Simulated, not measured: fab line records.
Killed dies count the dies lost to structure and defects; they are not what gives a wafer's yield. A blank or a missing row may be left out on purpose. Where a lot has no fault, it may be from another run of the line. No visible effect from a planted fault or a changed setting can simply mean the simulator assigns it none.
A single fault, viewed from 2 desks :: flow ritCmos :: every desk sees just its own numbers, and what lay behind them comes last

== FOR THE TOOL OWNER'S DESK: wetBench-04 ==
The tool's own readings at RIT_FOX2_CLEAN_02 (cleans in dHF, time 180 s): means of the sampled wafers that have a number, for each lot that ran on this tool. A lot is out of limits, marked OUT, if its mean lies more than 4 standard deviations from the usual mean; the brackets give that distance.
Columns: A = runLengthS at RIT_FOX2_CLEAN_02, usual 207 s
lot: L560
first seen here: day 3 00:22
A: 205

lot: L565
first seen here: day 4 05:27
A: 52 (-44) OUT

lot: L571
first seen here: day 5 08:33
A: 60 (-42) OUT
This desk's finding: out of limits on L565, L571; first on L565, day 4 05:27 (runLengthS at RIT_FOX2_CLEAN_02). In limits: L560.

== METROLOGY DESK ==
What the gauges read, lot by lot, whatever tool the lot ran on: means of the sampled wafers that have a number. A lot is out of limits, marked OUT, if its mean lies more than 4 standard deviations from the usual mean; the brackets give that distance. Of its 10 readings 7 are shown: those that lie furthest out on some lot.
Columns: A = cdNm at RIT_ACTIVE_CD_MEAS_90, usual 1399.8 nm; B = FOX1_OXIDE_THK at RIT_FOX1_THK_MEAS_01, usual 350 nm; C = FOX2_OXIDE_THK at RIT_FOX2_THK_MEAS_01, usual 348 nm; D = FIELD_OXIDE_LEFT_1_THK at RIT_FOX2_THK_MEAS_90, usual 321 nm; E = NWELL_TW at RIT_NWELL_TW_MEAS_10, usual 2129; F = PWELL_OVL at RIT_PWELL_OVL_MEAS_06, usual -0.4 nm; G = NWELL_RS at RIT_WELLDRIVE_RS_MEAS_01, usual 276.2 ohm/sq
lot: L556
first seen here: day 2 01:01
A: 1401.3
B: 348
C: 348
D: 321
E: 2119
F: 2.7
G: 276.1

lot: L560
first seen here: day 2 21:01
A: 1398.6
B: 343
C: 350
D: 323
E: 2132
F: -0.4
G: 276.9

lot: L565
first seen here: day 3 22:56
A: 1395.8
B: 348
C: 344
D: 331
E: 2145
F: -0.8
G: 276.1

lot: L567
first seen here: day 4 08:22
A: 1397.5
B: 352
C: 350
D: 323
E: 2151
F: 0.3
G: 275.6

lot: L571
first seen here: day 5 05:13
A: 1401.8
B: 351
C: 348
D: 334
E: 2115
F: 0.1
G: 277.0

lot: L573
first seen here: day 5 15:55
A: 1399.1
B: 360
C: 339
D: 312
E: 2127
F: -2.5
G: 277.4
This desk's finding: nothing out of limits on any of the 6 lots.

== ALL TOGETHER ==
At day 4 05:27, on L565, L571, the tool owner's desk was in a position to raise an alarm.
The metrology desk saw nothing out of limits.
The metrology desk has L565, L571 on record, within its limits.
Every lot named ran RIT_FOX2_CLEAN_02 on wetBench-04.

== WHAT THE SIMULATOR HAD PUT IN ==
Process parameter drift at RIT_FOX2_CLEAN_02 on wetBench-04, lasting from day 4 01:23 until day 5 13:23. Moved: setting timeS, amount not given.
Shown lots that were struck: L565, L571.
Hours from the fault's start to each desk's first reading out of limits: the tool owner's desk, 4.
